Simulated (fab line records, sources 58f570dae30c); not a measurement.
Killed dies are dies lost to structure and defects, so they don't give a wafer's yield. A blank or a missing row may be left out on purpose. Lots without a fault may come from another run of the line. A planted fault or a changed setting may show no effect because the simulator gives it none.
Split-lot experiment | flow berkeley_cmos170 | 5 lots, 23 wafers read, on a route of 331 steps

THE SPLIT
At UCB170_PFIELD_IMPLANT_07, the setting energy_kev was moved away from the recipe's 80 on 7 of the 23 wafers read, by -4.8% to +2.0%. The other wafers ran this setting at the recipe's value.

The reading is taken at the split's own step.

THE READING
implant.drp_nm (the simulator's own value, which no gauge read), in nm, at UCB170_PFIELD_IMPLANT_07. The file gives no usual value for it.

wafer  | tool, chamber at the split | energy_kev as run | against the recipe | implant.drp_nm, nm | against lot-mates on the recipe
L079.1 | implanter-03, 0            | 80                | recipe             | 74.86              | -
L079.2 | implanter-03, 0            | 80                | recipe             | 74.86              | -
L079.4 | implanter-03, 0            | 80                | recipe             | 74.86              | -
L079.5 | implanter-03, 0            | 80                | recipe             | 74.86              | -
L079.6 | implanter-03, 0            | 80                | recipe             | 74.86              | -
L081.2 | implanter-02, 0            | 76.17             | -4.8%              | 73.09              | -1.77
L081.3 | implanter-02, 0            | 76.17             | -4.8%              | 73.09              | -1.77
L081.4 | implanter-02, 0            | 80                | recipe             | 74.86              | -
L081.5 | implanter-02, 0            | 80                | recipe             | 74.86              | -
L081.6 | implanter-02, 0            | 80                | recipe             | 74.86              | -
L080.1 | implanter-02, 0            | 81.57             | +2.0%              | 75.55              | +0.69
L080.2 | implanter-02, 0            | 81.57             | +2.0%              | 75.55              | +0.69
L080.3 | implanter-02, 0            | 80                | recipe             | 74.86              | -
L080.5 | implanter-02, 0            | 80                | recipe             | 74.86              | -
L080.6 | implanter-02, 0            | 80                | recipe             | 74.86              | -
L083.3 | implanter-02, 0            | 80                | recipe             | 74.86              | -
L083.5 | implanter-02, 0            | 80                | recipe             | 74.86              | -
L083.6 | implanter-02, 0            | 80                | recipe             | 74.86              | -
L085.2 | implanter-03, 0            | 77.5              | -3.1%              | 73.71              | -1.15
L085.5 | implanter-03, 0            | 77.5              | -3.1%              | 73.71              | -1.15
L085.6 | implanter-03, 0            | 77.5              | -3.1%              | 73.71              | -1.15
L085.3 | implanter-03, 0            | 80                | recipe             | 74.86              | -
L085.4 | implanter-03, 0            | 80                | recipe             | 74.86              | -

THE FIT
A straight line over all 23 wafers: implant.drp_nm changes by +0.367 nm for each +1% of energy_kev; r = +1.00; the points scatter about the line by 0.0092 nm.
The same after taking each lot's own level away (the mean of its wafers on the recipe; 23 wafers): +0.367 nm for each +1%; r = +1.00; scatter 0.0092 nm.
On that fit, the largest move of energy_kev shifts the reading by 1.8 nm.
The lots' own levels span 74.860 to 74.860 nm.
So the lot-to-lot level changes the slope little: the two slopes agree.
Check: with one of the wafers moved furthest among these (-4.8%) left out of the fit, the line predicts -1.76 nm for it against its lot-mates. It came out at -1.77 nm against them.

OTHER SPLITS ON THESE WAFERS
These wafers also went through other splits before the reading. Each is held against what the fit with the lots' levels taken away leaves over:
other split on the same wafers       | wafers away from the commonest value | r with implant.drp_nm (lot level and that fit taken away)
UCB170_ZERO_DEVELOP_05 dev_temp_c    | 9                                    | +0.29
UCB170_NWELL_OXIDATION_01 ox_time_s  | 18                                   | +0.25
UCB170_NWELL_ETCH_13 time_s          | 7                                    | -0.18
UCB170_WELLDRIVE_OXIDATION_01 temp_c | 15                                   | +0.23
UCB170_ACTIVE_PEB_11 peb_temp_c      | 5                                    | +0.06
UCB170_ACTIVE_STRIP_16 power_w       | 10                                   | -0.02

THE WHOLE CHAIN: every reading that the file lists as answering this split, in the file's order
step                     | what it does | reading                                                         | change (the file's fit)               | r (the file's)
UCB170_PFIELD_IMPLANT_07 |              | implant.rp_nm (the simulator's own value, which no gauge read)  | +2.1 nm for each +1% of the setting   | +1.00
UCB170_PFIELD_IMPLANT_07 |              | implant.drp_nm (the simulator's own value, which no gauge read) | +0.367 nm for each +1% of the setting | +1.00

THE FILE'S OWN FIT
implant.drp_nm changes by +0.367 nm for each +1% of energy_kev, r = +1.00.
